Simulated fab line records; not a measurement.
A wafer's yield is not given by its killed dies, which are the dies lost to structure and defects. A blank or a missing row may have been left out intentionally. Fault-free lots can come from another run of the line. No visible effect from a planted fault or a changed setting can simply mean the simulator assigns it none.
A single fault, viewed from 2 desks + flow rit-cmos + every desk sees just its own numbers, and what lay behind them comes last

== FOR THE TOOL OWNER'S DESK: iline-stepper-02 ==
The tool's own readings at RIT_ACTIVE_EXPOSE_08 (exposes mask M1, target cd 1400 nm): means of the sampled wafers that have a number, for each lot that ran on this tool. A lot is out of limits, marked OUT, if its mean lies more than 4 standard deviations from the usual mean; the brackets give that distance.
Columns: A = exposure-dose-mJ-cm2 at RIT_ACTIVE_EXPOSE_08, usual 224.98
| lot  | first seen here | A                |
|------|-----------------|------------------|
| L544 | day 2 00:02     | 225.00           |
| L545 | day 2 05:04     | 225.01           |
| L546 | day 2 10:06     | 225.37           |
| L552 | day 3 16:16     | 224.86           |
| L557 | day 4 17:10     | 214.79 (-46) OUT |
| L558 | day 4 22:02     | 216.96 (-36) OUT |
| L559 | day 5 03:02     | 218.40 (-30) OUT |
| L561 | day 5 13:21     | 219.57 (-25) OUT |
This desk's finding: out of limits on L557, L558, L559, L561; first on L557, day 4 17:10 (exposure-dose-mJ-cm2 at RIT_ACTIVE_EXPOSE_08). L544, L545, L546, L552 stayed within limits.

== FROM THE METROLOGY DESK ==
Lot by lot, what the gauges showed, no matter which tool ran the lot: averages of those sampled wafers that carry a number. A lot is out of limits, marked OUT, if its mean lies more than 4 standard deviations from the usual mean; the brackets give that distance.
Columns: A = cd-nm at RIT_ACTIVE_CD_MEAS_11, usual 1399.9 nm
| lot  | first seen here | A                 |
|------|-----------------|-------------------|
| L542 | day 1 14:35     | 1398.8            |
| L544 | day 2 00:26     | 1399.7            |
| L545 | day 2 05:28     | 1400.3            |
| L546 | day 2 10:35     | 1401.4            |
| L547 | day 2 15:35     | 1401.0            |
| L548 | day 2 20:26     | 1401.2            |
| L550 | day 3 09:15     | 1395.7            |
| L551 | day 3 11:28     | 1399.4            |
| L552 | day 3 16:40     | 1403.5            |
| L553 | day 3 21:45     | 1400.1            |
| L557 | day 4 17:34     | 1413.2 (+6.0) OUT |
| L558 | day 4 22:40     | 1409.9 (+4.5) OUT |
| L559 | day 5 03:26     | 1412.5 (+5.7) OUT |
| L561 | day 5 13:45     | 1407.7            |
| L562 | day 5 20:17     | 1396.6            |
| L565 | day 6 10:17     | 1401.9            |
This desk's finding: out of limits on L557, L558, L559; first on L557, day 4 17:34 (cd-nm at RIT_ACTIVE_CD_MEAS_11). L542, L544, L545, L546, L547, L548, L550, L551, L552, L553, L561, L562, L565 stayed within limits.

== ALL TOGETHER ==
The tool owner's desk had the chance to raise an alarm at day 4 17:10 on L557, L558, L559, L561.
On L557, L558, L559, the metrology desk was in a position to raise an alarm at day 4 17:34.
The metrology desk holds a record of L561, inside its limits.
Of the lots named, all ran RIT_ACTIVE_EXPOSE_08 on iline-stepper-02.

== WHAT HAD BEEN PUT IN BY THE SIMULATOR ==
Drift in process parameters on iline-stepper-02 at RIT_ACTIVE_EXPOSE_08, starting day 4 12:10. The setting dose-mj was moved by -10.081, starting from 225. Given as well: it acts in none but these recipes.
Shown lots that were struck: L557, L558, L559, L561.
Time in hours from fault onset to the first out-of-limits reading at each desk: tool owner's desk 5, metrology desk 5.
